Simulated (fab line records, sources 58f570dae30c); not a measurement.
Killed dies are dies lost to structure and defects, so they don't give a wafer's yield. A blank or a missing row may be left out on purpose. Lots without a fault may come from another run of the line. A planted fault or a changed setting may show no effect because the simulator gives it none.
One fault seen from 2 desks | flow berkeley_cmos170 | each desk has only its own numbers; what lay behind them comes last

THE TOOL OWNER'S DESK: rtp_anneal-01
The tool's own readings at UCB170_SILICIDE_RTA_04 (time 15 s): means of the sampled wafers that have a number, for each lot that ran on this tool. A lot is out of limits, marked OUT, if its mean lies more than 4 standard deviations from the usual mean; the brackets give that distance.
Columns: A = chamber_o2_ppm at UCB170_SILICIDE_RTA_04, usual 2.003; B = lamp_power_pct at UCB170_SILICIDE_RTA_04, usual 10.1 %; C = wafer_temp_C_max at UCB170_SILICIDE_RTA_04, usual 653.0
lot  | first seen here | A                         | B   | C
L793 | day 9 07:40     | 2.008                     | 9.8 | 653.8
L795 | day 9 17:05     | 2.014                     | 9.8 | 654.4
L796 | day 9 17:43     | 2.010                     | 9.8 | 654.0
L798 | day 10 11:23    | 301.987 (+99 or more) OUT | 9.8 | 654.2
L797 | day 10 11:34    | 302.010 (+99 or more) OUT | 9.8 | 653.9
L799 | day 10 11:59    | 302.023 (+99 or more) OUT | 9.8 | 654.0
L814 | day 13 01:11    | 2.014                     | 9.8 | 654.2
L813 | day 13 02:24    | 1.993                     | 9.8 | 654.3
This desk's finding: out of limits on L797, L798, L799; first on L798, day 10 11:23 (chamber_o2_ppm at UCB170_SILICIDE_RTA_04). In limits: L793, L795, L796, L814, L813.

THE METROLOGY DESK
What the gauges read, lot by lot, whatever tool the lot ran on: means of the sampled wafers that have a number. A lot is out of limits, marked OUT, if its mean lies more than 4 standard deviations from the usual mean; the brackets give that distance.
Columns: A = PWELL_OXIDE_THK at UCB170_PWELL_THK_MEAS_03, usual 26.2 nm
lot  | first seen here | A
L791 | day 3 10:53     | 26.4
L792 | day 4 02:50     | 25.9
L793 | day 4 02:51     | 26.6
L796 | day 4 16:31     | 26.4
L795 | day 4 16:31     | 25.6
L794 | day 4 16:32     | 25.4
L799 | day 5 04:36     | 25.9
L798 | day 5 04:37     | 26.5
L797 | day 5 04:40     | 26.1
L800 | day 5 04:40     | 26.8
L807 | day 6 08:23     | 26.5
L809 | day 6 23:23     | 26.3
L812 | day 7 11:41     | 26.9
L814 | day 7 18:29     | 26.3
L813 | day 7 18:30     | 26.4
This desk's finding: nothing out of limits on any of the 15 lots.

PUT TOGETHER
The tool owner's desk could have raised an alarm at day 10 11:23, on L797, L798, L799.
The metrology desk saw nothing out of limits.
The metrology desk has L797, L798, L799 on record, within its limits.
Of the lots named, all ran UCB170_SILICIDE_RTA_04 on rtp_anneal-01.

WHAT THE SIMULATOR HAD PUT IN
Process parameter drift: rtp_anneal-01, from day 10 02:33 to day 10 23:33, at UCB170_SILICIDE_RTA_04. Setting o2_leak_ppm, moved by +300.
Lots struck among those shown: L797, L798, L799.
Hours from the fault's start to each desk's first reading out of limits: the tool owner's desk, 9.
